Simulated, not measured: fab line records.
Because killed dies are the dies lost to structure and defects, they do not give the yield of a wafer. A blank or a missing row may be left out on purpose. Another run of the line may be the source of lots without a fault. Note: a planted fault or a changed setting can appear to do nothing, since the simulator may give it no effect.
fab line records    flow rit-cmos
record: lots: 13  wafers: 39  last-day: 7
route steps=202 shown FOX2@23 M1@202
lots that met no fault: from a run of the same line without faults
start-h: start of the lot's first displayed wafer, in hours after the record's first day    wait-h: hours since the lot's step before    " the same as in the row above    L1.1+2: several wafers, shown together as one row    - no value present, or no start provided    * or withheld: withheld    < > ~ a bound
route shown NAME@n: names a module that has steps shown in the file, with the first one's number in the route    usual: mean/standard deviation of fault-free wafers    same: alike in all rows    chamber/n: place in a boat    sites: each site's reading    _std_site: the standard deviation of these    _edge_site: the outer-site mean with the inner-site mean subtracted    radius-mm: how far each site lies from the wafer's centre    mask NAME#n: copy n    behind: the last tool/chamber to shape the wafer    hold: cause of the lot's hold/its duration in hours/its outcome    device: transistor that didn't switch, given as n, p or np    end of line: the same wafers' tests at the end of the route    a step with no rows: only its recipe    killed: not the wafer's yield, but the dies lost to structure and defects at the first sort    map: a wafer's dies, x killed, . not, _ none there
set.NAME: setting as actually run; set.NAME@STEP: the setting as run at that earlier step    model.NAME: the simulator's own value behind a step, which no gauge read
a sample of lots followed through the steps of the route, with each step as a table and each wafer as a row
services: a tool's chamber out of use, with start hour (start-h, from the record's first day; less than 0 if before it), hours out, and reason
== steps ==
step: RIT_FOX2_OXIDATION_00
recipe: temp-c: 1100  ambient: H2O  target-thk-a: 3507  p-h2o-torr: 720  ox-time-s: 1130
usual: spike-tc-centre-C: 1102.1/1.9  spike-tc-load-C: 1129.2/1.7  spike-tc-source-C: 1125.4/1.2  tube-center-temp-C: 1100/0.094  tube_center_temp_C_max: 1102.9/0.51
lot.wafer  tool        chamber  start-h  wait-h  spike-tc-centre-C  spike-tc-load-C  spike-tc-source-C  tube-center-temp-C  tube_center_temp_C_max
L247.1     furnace-04  0        18.73    0.0     1104.3             1129.3           1126.3             1099.9              1103.2
L247.3     "           0        "        "       1101.8             1127.3           1124.9             1099.9              1103.1
L247.6     "           0        "        "       1103.6             1129.0           1123.9             1099.9              1102.8
L248.1     furnace-01  0        23.97    0.9     1101.3             1130.2           1124.2             1100.1              1103.1
L248.3     "           0        "        "       1100.5             1130.6           1125.9             1100.2              1102.9
L248.5     "           0        "        "       1101.4             1129.6           1124.1             1100                1103.3
L249.1     furnace-04  0        28.45    0.0     1104.3             1127.0           1124.1             1100                1102.5
L249.4     "           0        "        "       1104.1             1129.3           1124.1             1100.2              1102.7
L249.5     "           0        "        "       1105.1             1129.0           1124.9             1100                1103.2
L250.3     furnace-01  0        36.88    1.1     1099.7             1130.3           1126.3             1099.8              1103.6
L250.4     "           0        "        "       1102.7             1127.7           1126.6             1099.8              1103.9
L250.6     "           0        "        "       1101.7             1131.5           1123.6             1100.1              1102.7
L253.1     furnace-01  0        55.80    3.1     1075.7             1104.9           1099.0             1075.2              1078.3
L253.3     "           0        "        "       1075.0             1104.2           1100.4             1074.9              1077.9
L253.6     "           0        "        "       1075.7             1103.8           1100.6             1075                1077.4
L257.3     furnace-01  0        70.44    1.2     1076.3             1105.0           1099.9             1075.1              1078.2
L257.4     "           0        "        "       1077.0             1106.1           1099.8             1075                1077.8
L257.6     "           0        "        "       1074.7             1103.9           1100.8             1074.9              1077.2
L259.2     furnace-04  0        79.71    0.3     1104.5             1129.0           1125.7             1100                1102.0
L259.3     "           0        "        "       1105.2             1127.7           1126.5             1100                1102.3
L259.5     "           0        "        "       1105.4             1128.8           1125.1             1100                1103.2
L264.1     furnace-04  0        103.04   0.4     1105.0             1128.3           1123.0             1100.2              1102.6
L264.3     "           0        "        "       1103.8             1129.3           1126.6             1100                1103.1
L264.6     "           0        "        "       1104.2             1129.3           1124.2             1099.8              1102.6
L266.2     furnace-04  0        113.95   0.0     1105.3             1129.2           1124.0             1100.1              1103.1
L266.3     "           0        "        "       1106.2             1127.3           1125.7             1100.1              1103.5
L266.5     "           0        "        "       1105.1             1127.9           1125.8             1100                1102.7
L267.2     furnace-04  0        118.55   0.0     1102.1             1128.6           1125.9             1100.1              1102.5
L267.3     "           0        "        "       1104.8             1128.1           1125.0             1099.9              1104.4
L267.6     "           0        "        "       1103.9             1130.0           1126.6             1099.9              1102.6
L268.1     furnace-04  0        124.62   0.0     1102.9             1129.2           1124.7             1099.9              1102.1
L268.2     "           0        "        "       1104.1             1130.4           1124.3             1100.1              1102.6
L268.4     "           0        "        "       1104.4             1129.9           1124.5             1100                1102.8
L269.1     furnace-04  0        128.50   0.0     1104.0             1127.0           1125.7             1100                1102.7
L269.3     "           0        "        "       1102.6             1129.4           1125.6             1099.9              1102.7
L269.6     "           0        "        "       1105.5             1129.4           1125.7             1099.9              1102.7
L270.2     furnace-01  0        133.03   0.0     1100.6             1130.3           1126.4             1100.1              1102.5
L270.4     "           0        "        "       1101.4             1130.3           1124.2             1100                1102.3
L270.5     "           0        "        "       1099.7             1131.7           1126.0             1099.9              1102.5
step: RIT_FOX2_THK_MEAS_01
recipe: reads: SiO2_of_FOX2_OXIDATION_00
usual: FOX2_OXIDE_THK: 354/6.8
lot.wafer  tool           chamber  start-h  wait-h  FOX2_OXIDE_THK[nm]
L247.1     film-metro-02  -        20.05    0.0     359
L247.3     "              -        "        "       359
L247.6     "              -        "        "       363
L248.1     film-metro-04  -        25.28    0.0     353
L248.3     "              -        "        "       346
L248.5     "              -        "        "       357
L249.1     film-metro-01  -        29.76    0.0     357
L249.4     "              -        "        "       353
L249.5     "              -        "        "       360
L250.3     film-metro-04  -        38.21    0.0     362
L250.4     "              -        "        "       357
L250.6     "              -        "        "       359
L253.1     film-metro-02  -        57.11    0.0     310
L253.3     "              -        "        "       300
L253.6     "              -        "        "       307
L257.3     film-metro-02  -        71.78    0.0     310
L257.4     "              -        "        "       309
L257.6     "              -        "        "       310
L259.2     film-metro-01  -        81.04    0.0     365
L259.3     "              -        "        "       362
L259.5     "              -        "        "       368
L264.1     film-metro-04  -        104.36   0.0     363
L264.3     "              -        "        "       355
L264.6     "              -        "        "       359
L266.2     film-metro-01  -        115.28   0.0     351
L266.3     "              -        "        "       353
L266.5     "              -        "        "       346
L267.2     film-metro-02  -        119.88   0.0     349
L267.3     "              -        "        "       350
L267.6     "              -        "        "       345
L268.1     film-metro-04  -        125.93   0.0     355
L268.2     "              -        "        "       360
L268.4     "              -        "        "       354
L269.1     film-metro-04  -        129.81   0.0     348
L269.3     "              -        "        "       343
L269.6     "              -        "        "       349
L270.2     film-metro-01  -        134.35   0.0     348
L270.4     "              -        "        "       347
L270.5     "              -        "        "       357
step: RIT_FOX2_THK_MEAS_90
recipe: reads: SiO2_of_FOX2_OXIDATION_00
usual: FIELD_OXIDE_LEFT_1_THK: 326/6.7
lot.wafer  tool           chamber  start-h  wait-h  FIELD_OXIDE_LEFT_1_THK[nm]
L247.1     film-metro-04  -        20.92    0.0     331
L247.3     "              -        "        "       332
L247.6     "              -        "        "       336
L248.1     film-metro-01  -        26.22    0.0     326
L248.3     "              -        "        "       319
L248.5     "              -        "        "       330
L249.1     film-metro-01  -        30.71    0.0     329
L249.4     "              -        "        "       325
L249.5     "              -        "        "       332
L250.3     film-metro-04  -        39.16    0.0     334
L250.4     "              -        "        "       330
L250.6     "              -        "        "       331
L253.1     film-metro-01  -        57.99    0.0     282
L253.3     "              -        "        "       273
L253.6     "              -        "        "       280
L257.3     film-metro-01  -        72.65    0.0     283
L257.4     "              -        "        "       282
L257.6     "              -        "        "       283
L259.2     film-metro-04  -        81.91    0.0     339
L259.3     "              -        "        "       334
L259.5     "              -        "        "       341
L264.1     film-metro-01  -        105.23   0.0     335
L264.3     "              -        "        "       328
L264.6     "              -        "        "       332
L266.2     film-metro-04  -        116.16   0.0     324
L266.3     "              -        "        "       326
L266.5     "              -        "        "       319
L267.2     film-metro-02  -        120.76   0.0     323
L267.3     "              -        "        "       323
L267.6     "              -        "        "       318
L268.1     film-metro-01  -        126.81   0.0     327
L268.2     "              -        "        "       333
L268.4     "              -        "        "       327
L269.1     film-metro-04  -        130.69   0.0     320
L269.3     "              -        "        "       316
L269.6     "              -        "        "       322
L270.2     film-metro-01  -        135.23   0.0     321
L270.4     "              -        "        "       321
L270.5     "              -        "        "       330
step: RIT_FOX2_THK_MEAS_91
recipe: reads: SiO2_of_FOX2_OXIDATION_00
usual: FIELD_OXIDE_LEFT_2_THK: 258/6.7
lot.wafer  tool           chamber  start-h  wait-h  FIELD_OXIDE_LEFT_2_THK[nm]
L247.1     film-metro-01  -        34.30    0.0     263
L247.3     "              -        "        "       264
L247.6     "              -        "        "       268
L248.1     film-metro-01  -        39.58    0.0     257
L248.3     "              -        "        "       250
L248.5     "              -        "        "       262
L249.1     film-metro-02  -        44.94    0.0     262
L249.4     "              -        "        "       258
L249.5     "              -        "        "       265
L250.3     film-metro-02  -        52.64    0.0     266
L250.4     "              -        "        "       262
L250.6     "              -        "        "       264
L253.1     film-metro-04  -        70.58    0.0     215
L253.3     "              -        "        "       205
L253.6     "              -        "        "       212
L257.3     film-metro-01  -        86.43    0.0     214
L257.4     "              -        "        "       213
L257.6     "              -        "        "       215
L259.2     film-metro-04  -        94.43    0.0     270
L259.3     "              -        "        "       266
L259.5     "              -        "        "       273
L264.1     film-metro-02  -        118.57   0.0     267
L264.3     "              -        "        "       260
L264.6     "              -        "        "       263
L266.2     film-metro-01  -        129.90   0.0     255
L266.3     "              -        "        "       257
L266.5     "              -        "        "       250
L267.2     film-metro-01  -        133.21   0.0     255
L267.3     "              -        "        "       256
L267.6     "              -        "        "       251
L268.1     film-metro-02  -        139.39   0.0     259
L268.2     "              -        "        "       264
L268.4     "              -        "        "       258
L269.1     film-metro-04  -        144.11   0.0     253
L269.3     "              -        "        "       249
L269.6     "              -        "        "       254
L270.2     film-metro-01  -        147.33   0.0     252
L270.4     "              -        "        "       251
L270.5     "              -        "        "       261
step: RIT_M1_PROBE_99
usual: killed-at-contacts: 0.1/0.36  killed-at-front-end: 7/3.1  killed-dies: 7/3.1  killed-open: 3.6/2.1  killed-short: 3.2/1.9
same: gross-dies: 264  killed_at_M0_to_M3: 0  killed_at_M4_up: 0  killed-at-back-side: 0  killed-at-other: 0
lot.wafer  tool       chamber  start-h  wait-h  killed-at-contacts  killed-at-front-end  killed-dies  killed-open  killed-short
L264.1     prober-02  -        147.55   0.1     0                   12                   12           6            6
L264.3     prober-02  -        147.65   0.2     0                   11                   11           7            4
L264.6     prober-02  -        147.80   0.2     0                   6                    6            4            2
L267.2     prober-01  -        161.76   0.1     0                   10                   10           5            5
L267.3     prober-01  -        161.81   0.2     0                   7                    7            2            5
L267.6     prober-01  -        161.96   0.2     0                   6                    6            4            2
L268.1     prober-02  -        166.54   0.1     0                   5                    5            4            1
L268.2     prober-02  -        166.59   0.1     0                   2                    2            0            2
L268.4     prober-02  -        166.69   0.2     0                   6                    6            3            3
killed by level:class
L264.1 REOX:geometric-particle:short=3 FOX1:geometric-particle:open=2 FOX1:geometric-particle:short=1 FOX2:geometric-particle:open=1 GATE:geometric-particle:open=1 GATE:geometric-particle:short=1 REOX:geometric-particle:open=1 SPACER:geometric-particle:open=1
L264.3 SPACER:geometric-particle:short=3 SPACER:geometric-particle:open=3 FOX2:geometric-particle:open=2 GATE:geometric-particle:open=2 SILICIDE:geometric-particle:short=1
L264.6 REOX:geometric-particle:open=2 FOX1:geometric-particle:open=1 GATE:geometric-particle:short=1 SPACER:geometric-particle:short=1 SILICIDE:geometric-particle:open=1
L267.2 SILICIDE:geometric-particle:short=3 SPACER:geometric-particle:open=2 FOX1:geometric-particle:open=1 GATE:geometric-particle:open=1 GATE:geometric-particle:short=1 SPACER:geometric-particle:short=1 SILICIDE:geometric-particle:open=1
L267.3 GATE:geometric-particle:short=2 SILICIDE:geometric-particle:short=2 GATE:geometric-particle:open=1 SPACER:geometric-particle:short=1 SILICIDE:geometric-particle:open=1
L267.6 REOX:geometric-particle:open=2 FOX2:geometric-particle:open=1 GATE:geometric-particle:open=1 REOX:geometric-particle:short=1 SPACER:geometric-particle:short=1
L268.1 FOX1:geometric-particle:open=2 GATE:geometric-particle:open=1 GATE:geometric-particle:short=1 SILICIDE:geometric-particle:open=1
L268.2 GATE:geometric-particle:short=2
L268.4 GATE:geometric-particle:open=2 FOX1:geometric-particle:open=1 GATE:geometric-particle:short=1 REOX:geometric-particle:short=1 SPACER:geometric-particle:short=1
== services ==
tool        chamber  start-h  hours  kind
furnace-04  -        1.17     3.7    pm
furnace-01  -        30.36    3.7    pm
furnace-04  -        42.17    16.0   pm
== key ==
first-sign: step: RIT_FOX2_OXIDATION_00  reading: tube-center-temp-C  direction: down  sigmas: 99+  usual: *  struck: *
effect: step: RIT_FOX2_OXIDATION_00  reading: tube_center_temp_C_max  direction: down  sigmas: 49  usual: *  struck: *
effect: step: RIT_FOX2_THK_MEAS_01  reading: FOX2_OXIDE_THK  direction: down  sigmas: 6.7  usual: 354  struck: 308
effect: step: RIT_FOX2_THK_MEAS_90  reading: FIELD_OXIDE_LEFT_1_THK  direction: down  sigmas: 6.8  usual: 326  struck: 280
effect: step: RIT_FOX2_THK_MEAS_91  reading: FIELD_OXIDE_LEFT_2_THK  direction: down  sigmas: 6.8  usual: 258  struck: 212
met-at RIT_FOX2_OXIDATION_00
struck-lots L253,L257
tester-left-out L253,L257
onset-between 36.88 55.80
fault: kind: process-parameter-drift  tool: furnace-01  chamber: -  onset-h: 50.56  steps: RIT_FOX2_OXIDATION_00  channel: temp-c  offset: *  shape: step  end-h: 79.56  acts-in: *  stated: *
tester-left-out: of these lots the tester's yield and bins aren't shown, on N5 and GAA mostly nor the transistor test; their killed dies are dies lost to structure and defects alone, not to doping, threshold or leakage, so they don't give the yield
